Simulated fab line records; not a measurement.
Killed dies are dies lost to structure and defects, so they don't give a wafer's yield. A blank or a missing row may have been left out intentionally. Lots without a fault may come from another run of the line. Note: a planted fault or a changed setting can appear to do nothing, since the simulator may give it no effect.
What tool caused it? :: flow rit_cmos :: 6 lots with 18 wafers sampled at 2 steps, on a route of 202 steps

== WHAT THE GAUGES READ, wafer by wafer ==
RIT_NRETRO_TW_MEAS_10.
lot: L271
measured: day 2 11:25
on: film_metro-04
NRETRO_TW: 1055 1052 1057

lot: L273
measured: day 2 23:12
on: film_metro-02
NRETRO_TW: 1042 1041 1043

lot: L275
measured: day 3 07:35
on: film_metro-02
NRETRO_TW: 1037 1040 1039

lot: L283
measured: day 5 01:26
on: film_metro-03
NRETRO_TW: 1090 1086 1081

lot: L288
measured: day 6 01:59
on: film_metro-02
NRETRO_TW: 1051 1042 1044

lot: L291
measured: day 6 15:23
on: film_metro-02
NRETRO_TW: 1038 1045 1047

== TOOL THAT RAN EACH LOT (tool first, then ch and the chambers of the sampled wafers, then the start) ==
lot: L271
RIT_NRETRO_IMPLANT_08: implanter-02 ch 0, day 2 11:06

lot: L273
RIT_NRETRO_IMPLANT_08: implanter-02 ch 0, day 2 22:53

lot: L275
RIT_NRETRO_IMPLANT_08: implanter-02 ch 0, day 3 07:18

lot: L283
RIT_NRETRO_IMPLANT_08: implanter-03 ch 0, day 5 01:08

lot: L288
RIT_NRETRO_IMPLANT_08: implanter-04 ch 0, day 6 01:41

lot: L291
RIT_NRETRO_IMPLANT_08: implanter-04 ch 0, day 6 15:07
- RIT_NRETRO_IMPLANT_08

== THE ANSWER, worked out from the rows above alone ==
Rule: usual is defined by the lots themselves. The widest of any qualifying gaps counts: lots, ordered by their means at a reading, are off when they make up no more than a third of the lots, leave a main group of 4 or more, and stand apart from it by 3 or more times the standard deviation of that group's means. A main group is skipped when, at the precision printed for the reading in the tables above, its means are all equal. Also off: a lot with no number at a reading for which 4 or more lots have one. The other lots that the step has rows for count as sound.
Off: L283, at RIT_NRETRO_TW_MEAS_10 (NRETRO_TW). Mean 1045 and standard deviation 5.4 in the main group.
A tool fits if, at a process step before that reading, it ran every lot that is off, and no sound lot after the first of them. The gauges at RIT_NRETRO_TW_MEAS_10 are tried like those tools. 2 tools fit, implanter-03 at RIT_NRETRO_IMPLANT_08 and film_metro-03 at RIT_NRETRO_TW_MEAS_10, so this cannot tell which one it is.

== WHAT THE SIMULATOR HAD INSERTED ==
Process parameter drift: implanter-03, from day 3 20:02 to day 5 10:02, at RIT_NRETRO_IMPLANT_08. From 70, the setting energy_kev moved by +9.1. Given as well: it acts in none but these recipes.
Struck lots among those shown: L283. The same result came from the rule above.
